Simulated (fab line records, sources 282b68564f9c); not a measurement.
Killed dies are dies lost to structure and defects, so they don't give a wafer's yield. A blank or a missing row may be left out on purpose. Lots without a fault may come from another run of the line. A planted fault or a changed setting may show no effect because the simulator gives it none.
fab line records | flow rit_cmos
record lots=15 wafers=45 last_day=7
route steps=202 shown ACTIVE@1 GATE@89 SILICIDE@167 M1@202
lots that met no fault: from a run of the same line without faults
start_h: hours from the record's first day to the start of the lot's first wafer shown | wait_h: hours since the lot's step before | " the same as in the row above | L1.1+2: a row that stands for several wafers | - no value, or no start given | * or withheld: withheld | < > ~ a bound
route shown NAME@n: a module of which the file shows steps, and the number in the route of the first | usual: mean/standard deviation of fault-free wafers | same: alike in all rows | chamber/n: place in a boat | sites: the reading at each site | _std_site: their standard deviation | _edge_site: outer sites' mean less inner sites' | radius_mm: how far each site lies from the wafer's centre | mask NAME#n: copy n | behind: the tool/chamber that last shaped the wafer | hold: why the lot was held/for how many hours/how that ended | device: the transistor (n, p or np) that didn't switch | end of line: the same wafers' tests at the end of the route | a step without rows: its recipe alone | killed: dies lost to structure and defects at the first sort, not the wafer's yield | map: a wafer's dies, x killed, . not, _ none there
set.NAME: the setting as run; set.NAME@STEP: as run at that earlier step | model.NAME: the simulator's own value behind a step, which no gauge read
steps of the route over a sample of lots; a table a step, a row a wafer
services: from which hour (start_h, from the record's first day; less than 0 if before it) a tool's chamber was out of use, for how many hours, and why
## steps
# step RIT_ACTIVE_BOW_MEAS_00
# recipe mode=bow
# usual INCOMING_BOW=0/6.3
# columns lot.wafer tool chamber start_h wait_h INCOMING_BOW[um]
L457.1 film_metro-02 - 10.00 - -3
L457.3 " - " " 1
L457.6 " - " " -11
L458.2 film_metro-02 - 15.02 - 0
L458.5 " - " " 2
L458.6 " - " " -8
L459.1 film_metro-02 - 20.00 - 4
L459.4 " - " " 4
L459.5 " - " " 1
L460.1 film_metro-02 - 25.00 - -8
L460.3 " - " " 6
L460.6 " - " " 7
L461.1 film_metro-01 - 30.00 - -3
L461.4 " - " " 10
L461.6 " - " " -2
L462.1 film_metro-01 - 35.00 - 9
L462.4 " - " " 2
L462.5 " - " " -6
L463.2 film_metro-04 - 40.02 - 2
L463.4 " - " " 0
L463.6 " - " " -2
L465.3 film_metro-04 - 50.04 - 4
L465.4 " - " " 5
L465.6 " - " " -5
L469.1 film_metro-02 - 70.00 - 0
L469.4 " - " " -5
L469.5 " - " " 4
L471.3 film_metro-02 - 80.04 - 2
L471.5 " - " " -13
L471.6 " - " " 1
L472.3 film_metro-04 - 85.04 - -1
L472.4 " - " " -2
L472.6 " - " " 3
L473.2 film_metro-02 - 90.02 - -5
L473.3 " - " " 4
L473.5 " - " " 11
L474.3 film_metro-04 - 95.04 - -2
L474.4 " - " " -1
L474.6 " - " " 0
L477.1 film_metro-02 - 110.00 - -5
L477.3 " - " " 5
L477.5 " - " " 0
L479.1 film_metro-02 - 120.00 - 4
L479.3 " - " " -5
L479.5 " - " " 3
# step RIT_ACTIVE_STRIP_14
# recipe chemistry=O2 time_s=180 resist=NOVOLAK platen_temp_c=withheld power_w=500 pressure_mtorr=4126 o2_flow_sccm=4000
# usual drypump_motor_current_A=5.6/0.34 rf_refl_power_W=7.7/1.1
# columns lot.wafer tool chamber start_h wait_h drypump_motor_current_A rf_hours_counter_h rf_refl_power_W
L457.1 plasma_asher-03 1 16.38 0.1 5.2 36 7.9
L457.3 " 1 " " 5.1 - 8.2
L457.6 " 1 " " 5.2 - 8.4
L458.2 plasma_asher-01 0 19.97 0.1 6.2 37 7.7
L458.5 " 0 " " 6.2 - 8.1
L458.6 " 1 " " 5.5 - 6.0
L459.1 plasma_asher-03 1 25.67 0.1 5.2 37 8.2
L459.4 " 1 " " 5.2 - 8.3
L459.5 " 1 " " 5.2 - 8.3
L460.1 plasma_asher-03 0 30.37 0.1 5.5 37 6.9
L460.3 " 1 " " 5.2 - 8.2
L460.6 " 0 " " 5.5 - 7.0
L461.1 plasma_asher-03 0 37.00 0.1 5.5 38 6.8
L461.4 " 0 " " 5.5 - 6.8
L461.6 " 0 " " 5.5 - 6.7
L462.1 plasma_asher-04 1 40.15 0.1 5.8 24 9.5
L462.4 " 0 " " 5.5 - 8.5
L462.5 " 1 " " 5.8 - 9.7
L463.2 plasma_asher-04 1 45.24 0.1 5.7 25 9.5
L463.4 " 0 " " 5.6 - 8.5
L463.6 " 1 " " 5.8 - 9.2
L465.3 plasma_asher-03 1 55.52 0.1 5.2 - 8.3
L465.4 " 0 " " 5.5 - 6.9
L465.6 " 1 " " 5.2 - 8.0
L469.1 plasma_asher-01 1 75.38 0.1 5.5 44 6.3
L469.4 " 0 " " 6.2 - 7.9
L469.5 " 0 " " 6.2 - 7.8
L471.3 plasma_asher-01 1 85.30 0.1 5.5 - 6.4
L471.5 " 0 " " 6.2 - 7.7
L471.6 " 1 " " 5.5 - 6.3
L472.3 plasma_asher-03 0 90.22 0.1 5.5 - 6.9
L472.4 " 1 " " 5.2 - 8.2
L472.6 " 1 " " 5.2 - 8.3
L473.2 plasma_asher-03 0 95.82 0.1 5.5 45 6.8
L473.3 " 1 " " 5.2 - 8.2
L473.5 " 0 " " 5.5 - 6.8
L474.3 plasma_asher-03 0 100.41 0.1 5.5 - 6.9
L474.4 " 1 " " 5.2 - 8.4
L474.6 " 1 " " 5.2 - 8.1
L477.1 plasma_asher-04 0 115.91 0.1 5.5 31 8.4
L477.3 " 0 " " 5.5 - 8.5
L477.5 " 0 " " 5.6 - 8.4
L479.1 plasma_asher-04 0 125.73 0.1 5.5 32 8.5
L479.3 " 0 " " 5.5 - 8.6
L479.5 " 1 " " 5.8 - 9.8
# step RIT_GATE_EXPOSE_13
# recipe mask_id=M6 na=0.6 source_shape=conventional sigma_outer=0.6 target_cd_nm=150 dose_mj=380
# usual exposure_dose_mJ_cm2=379.8/0.34
# columns lot.wafer tool chamber start_h wait_h mask exposure_dose_mJ_cm2
L457.1 iline_stepper-01 0 39.66 0.2 M6#0 379.8
L457.3 " 0 " " M6#0 379.6
L457.6 " 0 " " M6#0 379.8
L458.2 iline_stepper-02 0 45.24 0.2 M6#0 380.4
L458.5 " 0 " " M6#0 380.1
L458.6 " 0 " " M6#0 379.5
L459.1 iline_stepper-01 0 48.12 0.2 M6#0 379.9
L459.4 " 0 " " M6#0 380.5
L459.5 " 0 " " M6#0 380.4
L460.1 iline_stepper-02 0 59.59 0.2 M6#0 379.8
L460.3 " 0 " " M6#0 379.1
L460.6 " 0 " " M6#0 379.4
L461.1 iline_stepper-02 0 63.61 0.1 M6#0 380.1
L461.4 " 0 " " M6#0 380.1
L461.6 " 0 " " M6#0 380.3
L462.1 iline_stepper-02 0 68.61 0.1 M6#0 380.0
L462.4 " 0 " " M6#0 380.5
L462.5 " 0 " " M6#0 380.1
L463.2 iline_stepper-02 0 71.42 0.1 M6#0 379.5
L463.4 " 0 " " M6#0 379.6
L463.6 " 0 " " M6#0 379.8
L465.3 iline_stepper-01 0 82.16 0.1 M6#0 380.2
L465.4 " 0 " " M6#0 379.7
L465.6 " 0 " " M6#0 379.9
L469.1 iline_stepper-01 0 100.67 0.1 M6#0 379.3
L469.4 " 0 " " M6#0 379.8
L469.5 " 0 " " M6#0 380.1
L471.3 iline_stepper-02 0 107.17 0.1 M6#0 380.1
L471.5 " 0 " " M6#0 379.5
L471.6 " 0 " " M6#0 379.9
L472.3 iline_stepper-01 0 115.88 0.2 M6#0 379.9
L472.4 " 0 " " M6#0 380.0
L472.6 " 0 " " M6#0 379.2
L473.2 iline_stepper-01 0 119.85 0.1 M6#0 380.1
L473.3 " 0 " " M6#0 379.5
L473.5 " 0 " " M6#0 379.7
L474.3 iline_stepper-01 0 126.35 0.1 M6#0 289.1
L474.4 " 0 " " M6#0 289.1
L474.6 " 0 " " M6#0 289.2
L477.1 iline_stepper-01 0 140.82 0.2 M6#0 306.6
L477.3 " 0 " " M6#0 306.5
L477.5 " 0 " " M6#0 307.0
L479.1 iline_stepper-01 0 154.20 0.2 M6#0 321.0
L479.3 " 0 " " M6#0 321.3
L479.5 " 0 " " M6#0 321.7
# step RIT_GATE_CD_MEAS_16
# recipe target_cd_nm=150
# usual cd_nm=150.3/3
# columns lot.wafer tool chamber start_h wait_h cd_nm
L457.1 cd_sem-01 - 40.06 - 150.1
L457.3 " - " " 149.0
L457.6 " - " " 150.4
L458.2 cd_sem-02 - 45.73 - 156.6
L458.5 " - " " 155.7
L458.6 " - " " 155.4
L459.1 cd_sem-02 - 48.51 - 154.9
L459.4 " - " " 152.7
L459.5 " - " " 153.1
L460.1 cd_sem-02 - 60.04 - 149.5
L460.3 " - " " 151.5
L460.6 " - " " 151.1
L461.1 cd_sem-02 - 64.03 - 152.6
L461.4 " - " " 151.2
L461.6 " - " " 148.9
L462.1 cd_sem-02 - 69.01 - 146.8
L462.4 " - " " 146.5
L462.5 " - " " 147.3
L463.2 cd_sem-01 - 71.83 - 150.0
L463.4 " - " " 148.8
L463.6 " - " " 147.2
L465.3 cd_sem-02 - 82.57 - 151.6
L465.4 " - " " 150.9
L465.6 " - " " 149.9
L469.1 cd_sem-01 - 101.07 - 148.1
L469.4 " - " " 150.4
L469.5 " - " " 149.5
L471.3 cd_sem-02 - 107.57 - 149.4
L471.5 " - " " 146.3
L471.6 " - " " 149.1
L472.3 cd_sem-02 - 116.28 - 152.5
L472.4 " - " " 150.1
L472.6 " - " " 151.6
L473.2 cd_sem-02 - 120.25 - 148.3
L473.3 " - " " 150.3
L473.5 " - " " 148.2
L474.3 cd_sem-01 - 126.75 - 290.2
L474.4 " - " " 290.7
L474.6 " - " " 288.5
L477.1 cd_sem-02 - 141.22 - 262.2
L477.3 " - " " 259.9
L477.5 " - " " 262.5
L479.1 cd_sem-01 - 154.60 - 230.4
L479.3 " - " " 228.4
L479.5 " - " " 229.5
# step RIT_SILICIDE_RTA_06
# recipe temp_c=750 time_s=10 idle_temp_c=25 ramp_up_s=5 ramp_down_s=10 cool_to_c=25 ambient=N2
# usual wafer_temp_C_max=754.7/1.4
# columns lot.wafer tool chamber start_h wait_h wafer_temp_C_max
L457.1 rtp_anneal-01 0 57.32 0.0 753.1
L457.3 " 0 " " 752.7
L457.6 " 0 " " 754.1
L458.2 rtp_anneal-02 0 62.72 0.0 755.7
L458.5 " 0 " " 758.4
L458.6 " 0 " " 754.9
L459.1 rtp_anneal-01 0 67.11 0.0 753.6
L459.4 " 0 " " 753.5
L459.5 " 0 " " 754.8
L460.1 rtp_anneal-02 0 75.00 0.0 758.3
L460.3 " 0 " " 754.4
L460.6 " 0 " " 756.0
L461.1 rtp_anneal-01 0 77.53 0.0 753.4
L461.4 " 0 " " 753.5
L461.6 " 0 " " 753.3
L462.1 rtp_anneal-02 0 82.68 0.0 756.8
L462.4 " 0 " " 755.2
L462.5 " 0 " " 755.6
L463.2 rtp_anneal-01 0 85.36 0.0 752.9
L463.4 " 0 " " 753.5
L463.6 " 0 " " 754.1
L465.3 rtp_anneal-01 0 96.40 0.0 753.7
L465.4 " 0 " " 754.5
L465.6 " 0 " " 754.2
L469.1 rtp_anneal-01 0 115.00 0.0 752.2
L469.4 " 0 " " 752.3
L469.5 " 0 " " 753.6
L471.3 rtp_anneal-01 0 121.24 0.0 754.7
L471.5 " 0 " " 754.4
L471.6 " 0 " " 754.2
L472.3 rtp_anneal-02 0 131.73 0.0 756.7
L472.4 " 0 " " 755.1
L472.6 " 0 " " 754.7
L473.2 rtp_anneal-01 0 135.27 0.0 753.0
L473.3 " 0 " " 754.6
L473.5 " 0 " " 752.7
# step RIT_M1_PROBE_99
# usual killed_at_contacts=0.0/0.22 killed_at_front_end=7/3 killed_dies=7/3.1 killed_on_rim=1.8/1.4 killed_open=3.4/2.1 killed_short=3.4/2
# same gross_dies=264 killed_at_M0_to_M3=0 killed_at_M4_up=0 killed_at_back_side=0 killed_at_other=0
# columns lot.wafer tool chamber start_h wait_h killed_at_contacts killed_at_front_end killed_dies killed_on_rim killed_open killed_short
L457.1 prober-01 - 63.92 0.1 1 8 9 2 3 6
L457.3 prober-01 - 64.02 0.2 0 5 5 0 2 3
L457.6 prober-01 - 64.17 0.2 0 7 7 1 6 1
L459.1 prober-01 - 73.53 0.1 0 5 5 1 4 1
L459.4 prober-01 - 73.68 0.2 0 7 7 3 4 3
L459.5 prober-01 - 73.73 0.2 0 7 7 3 3 4
L471.3 prober-01 - 127.93 0.2 0 7 7 2 3 4
L471.5 prober-01 - 128.03 0.2 0 3 3 0 2 1
L471.6 prober-01 - 128.08 0.2 1 10 11 3 8 3
L472.3 prober-02 - 138.64 0.2 0 12 12 4 8 4
L472.4 prober-02 - 138.69 0.2 0 8 8 1 6 2
L472.6 prober-02 - 138.79 0.2 0 4 4 1 1 3
L473.2 prober-01 - 142.07 0.1 0 4 4 1 3 1
L473.3 prober-01 - 142.12 0.2 0 9 9 3 3 6
L473.5 prober-01 - 142.22 0.2 0 3 3 0 1 2
L474.3 prober-02 - 148.40 0.2 1 263 264 70 6 7
L474.4 prober-02 - 148.45 0.2 0 264 264 70 2 2
L474.6 prober-02 - 148.55 0.2 0 264 264 70 2 1
L479.1 prober-01 - 175.37 0.1 0 264 264 70 1 1
L479.3 prober-01 - 175.47 0.2 0 264 264 70 0 2
L479.5 prober-01 - 175.57 0.2 0 264 264 70 1 5
# killed by level:class
L457.1 GATE:geometric_particle:short=2 SILICIDE:geometric_particle:short=2 FOX1:geometric_particle:short=1 GATE:geometric_particle:open=1 REOX:geometric_particle:short=1 REOX:geometric_particle:open=1 CONTACT:geometric_particle:open=1
L457.3 GATE:geometric_particle:open=1 GATE:geometric_particle:short=1 SPACER:geometric_particle:short=1 SILICIDE:geometric_particle:short=1 SILICIDE:geometric_particle:open=1
L457.6 FOX1:geometric_particle:open=2 SPACER:geometric_particle:open=2 FOX1:geometric_particle:short=1 GATE:geometric_particle:open=1 SILICIDE:geometric_particle:open=1
L459.1 GATE:geometric_particle:open=2 FOX1:geometric_particle:open=1 FOX2:geometric_particle:open=1 SPACER:geometric_particle:short=1
L459.4 FOX2:geometric_particle:short=3 GATE:geometric_particle:open=2 REOX:geometric_particle:open=2
L459.5 SILICIDE:geometric_particle:short=2 FOX1:geometric_particle:open=1 FOX2:geometric_particle:short=1 GATE:geometric_particle:open=1 GATE:geometric_particle:short=1 SPACER:geometric_particle:open=1
L471.3 GATE:geometric_particle:open=2 GATE:geometric_particle:short=2 FOX2:geometric_particle:short=1 REOX:geometric_particle:open=1 SILICIDE:geometric_particle:short=1
L471.5 GATE:geometric_particle:open=2 REOX:geometric_particle:short=1
L471.6 GATE:geometric_particle:open=3 SPACER:geometric_particle:open=2 REOX:geometric_particle:open=2 FOX2:geometric_particle:open=1 FOX2:geometric_particle:short=1 SPACER:geometric_particle:short=1 CONTACT:geometric_particle:short=1
L472.3 GATE:geometric_particle:open=4 GATE:geometric_particle:short=3 REOX:geometric_particle:open=2 FOX1:geometric_particle:short=1 FOX1:geometric_particle:open=1 SPACER:geometric_particle:open=1
L472.4 SPACER:geometric_particle:open=3 SILICIDE:geometric_particle:open=2 GATE:geometric_particle:short=1 GATE:geometric_particle:open=1 SILICIDE:geometric_particle:short=1
L472.6 FOX1:geometric_particle:short=1 GATE:geometric_particle:short=1 SILICIDE:geometric_particle:open=1 SILICIDE:geometric_particle:short=1
L473.2 FOX1:geometric_particle:open=1 FOX1:geometric_particle:short=1 GATE:geometric_particle:open=1 SILICIDE:geometric_particle:open=1
L473.3 FOX2:geometric_particle:short=2 FOX1:geometric_particle:open=1 FOX1:geometric_particle:short=1 GATE:geometric_particle:short=1 REOX:geometric_particle:open=1 SPACER:geometric_particle:open=1 SPACER:geometric_particle:short=1 SILICIDE:geometric_particle:short=1
L473.5 FOX1:geometric_particle:short=1 GATE:geometric_particle:open=1 SPACER:geometric_particle:short=1
L474.3 GATE:area_expose=251 GATE:geometric_particle:open=3 SILICIDE:geometric_particle:short=3 FOX1:geometric_particle:open=1 FOX2:geometric_particle:short=1 GATE:geometric_particle:short=1 REOX:geometric_particle:open=1 SPACER:geometric_particle:short=1
L474.4 GATE:area_expose=260 SILICIDE:geometric_particle:open=2 SPACER:geometric_particle:short=1 SILICIDE:geometric_particle:short=1
L474.6 GATE:area_expose=261 SILICIDE:geometric_particle:open=2 SPACER:geometric_particle:short=1
L479.1 GATE:area_expose=262 FOX1:geometric_particle:short=1 FOX1:geometric_particle:open=1
L479.3 GATE:area_expose=262 FOX1:geometric_particle:short=1 GATE:geometric_particle:short=1
L479.5 GATE:area_expose=258 FOX1:geometric_particle:short=2 SPACER:geometric_particle:short=2 FOX1:geometric_particle:open=1 GATE:geometric_particle:short=1
## services
# columns tool chamber start_h hours kind
iline_stepper-02 - 52.71 1.7 pm
iline_stepper-02 0 55.42 - calibration
plasma_asher-04 - 66.03 15.6 pm
iline_stepper-01 - 96.02 1.7 pm
iline_stepper-01 0 105.76 - calibration
plasma_asher-03 - 108.75 9.0 pm
plasma_asher-03 0 108.75 9.0 vent_cycle
plasma_asher-03 1 108.75 9.0 vent_cycle
plasma_asher-03 0 117.75 - clean
plasma_asher-03 1 117.75 - clean
plasma_asher-03 - 138.30 0.8 repair
plasma_asher-03 - 142.61 4.9 repair
## key
first_sign step=RIT_GATE_EXPOSE_13 reading=exposure_dose_mJ_cm2 direction=down sigmas=99+ usual=379.8 struck=305.7
effect step=RIT_GATE_CD_MEAS_16 reading=cd_nm direction=up sigmas=37 usual=150.3 struck=260.3 through=control_loop
effect step=RIT_M1_PROBE_99 reading=killed_at_front_end direction=up sigmas=85 usual=7 struck=264
more_kills_born_at RIT_GATE_EXPOSE_13@iline_stepper-01=1553
met_at RIT_GATE_EXPOSE_13
struck_lots L474,L477,L479
rows_end L477.1,L477.3,L477.5
later_rows_left_out L474.3,L474.4,L474.6,L479.1,L479.3,L479.5
tester_left_out L474,L479
loop_trim step=RIT_GATE_EXPOSE_13 setting=dose lots=L477,L479
not_acting_at RIT_ACTIVE_BOW_MEAS_00,RIT_ACTIVE_STRIP_14,RIT_SILICIDE_RTA_06
onset_between 119.85 126.35
fault kind=process_parameter_drift tool=iline_stepper-01 chamber=- onset_h=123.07 steps=RIT_GATE_EXPOSE_13 channel=dose_mj offset=-91.013 shape=step acts_in=these_recipes_only stated=380
# tester_left_out: of these lots the tester's yield and bins aren't shown, on N5 and GAA mostly nor the transistor test; their killed dies are dies lost to structure and defects alone, not to doping, threshold or leakage, so they don't give the yield
# later_rows_left_out: the simulator's readings of these wafers behind a module that went badly wrong aren't trusted and aren't shown, but for the sort
# rows_end: these wafers met a further fault down the route, and their rows from its step on are left out
# loop_trim: a control loop set the setting to another value than it would have without faults
